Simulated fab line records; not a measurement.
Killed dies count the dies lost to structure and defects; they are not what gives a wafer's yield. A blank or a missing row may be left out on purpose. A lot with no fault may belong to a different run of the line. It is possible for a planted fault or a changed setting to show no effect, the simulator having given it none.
Problem report, 8D (eight disciplines) form, completed by code	flow rit-cmos	the parts of the form that need people (team, actions taken, sign-off) are left out

## 1. WHAT WENT WRONG
NRETRO_TW at RIT_NRETRO_TW_MEAS_10 reads a mean of 31 on 3 wafers of 1 lot; wafers without a fault read 1048 with a standard deviation of 8.7. That is -99 or more standard deviations from the usual mean.
First seen on wafer L299.2, day 4 23:43, on film-metro-04. Wafers with a number at this step in the record: 39, from 13 lots. By rule, "out" or "out of limits" means more than 4 standard deviations away from the usual mean. All remaining wafers that have a number are taken as sound.

## 2. WHAT IT IS, AND WHAT IT ISN'T
question	is	is not
which readings at this step	NRETRO_TW	-
which lots	L299	L287, L288, L290, L291, L292, L294, L296, L297, L300, L303, L307, L309
which wafers of those lots	all that have a number	-
read on which gauges	film-metro-04	film-metro-01, film-metro-03
when	from day 4 23:43	up to then (24 sound wafers); but 12 sound wafers of L300, L303, L307, L309 came after

## 3. THE SUSPECTS, EACH WITH WHAT RULES IT OUT
Counting: a tool at any process step up to the reading remains a suspect when it ran all the lots that are out and ran no sound lot after the first of those.
- the gauge at RIT_NRETRO_TW_MEAS_10 has been ruled out. All the wafers that are out were read on film-metro-04, but those of them that RIT_NWELL_STRIP_09 has rows for are out there too, on other tools.
- plasma-asher-02 at RIT_NWELL_STRIP_09 (strips in O2, time 180 s): kept. It ran the lot that is out, L299 (day 4 13:55), and no sound lot after that; its last sound lot up to then is L297 (day 4 08:04). On those wafers its own readings are out: run-length-s.
Left after counting: plasma-asher-02 at RIT_NWELL_STRIP_09.

## 4. THE CAUSE (what the simulator had put in)
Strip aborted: plasma-asher-02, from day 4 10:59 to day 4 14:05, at RIT_NWELL_STRIP_09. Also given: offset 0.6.
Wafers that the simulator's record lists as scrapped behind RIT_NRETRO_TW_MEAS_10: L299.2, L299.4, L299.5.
This tool alone remained once counting was done.

## 5. THE CHAIN OF EFFECTS, in route order
One row per reading whose mean, taken over the struck wafers that have a number, lies over 3 standard deviations from the usual. Scope: only readings with a usual standard deviation given in the record; hours: median across lots of the time from each lot's start at the first step in this table that gives one to its start at this step; sigmas: change in usual standard deviations.
hours	step	reading	usual	on struck wafers	change	sigmas
0	RIT_NWELL_STRIP_09	run-length-s	208.4 s	72.3	-136.1	-99 or more
10	RIT_NRETRO_TW_MEAS_10	NRETRO_TW	1048	31	-1017	-99 or more
Its process steps:
- RIT_NWELL_STRIP_09: strips in O2, time 180 s.

## 6. WHAT WOULD HAVE CAUGHT IT SOONER
In this record the first reading out of limits at a measuring or inspecting step was taken at day 4 23:43, 13 hours after the fault began at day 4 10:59.
Tool's own readings at RIT_NWELL_STRIP_09, run-length-s: out on all struck wafers the step has rows for; an alarm limit on them would have tripped on the first.
The start of RIT_NWELL_STRIP_09 on plasma-asher-02 came by day 4 23:43 for every one of the lots that are out (1). A hold on the tool at that time would have spared none of them.
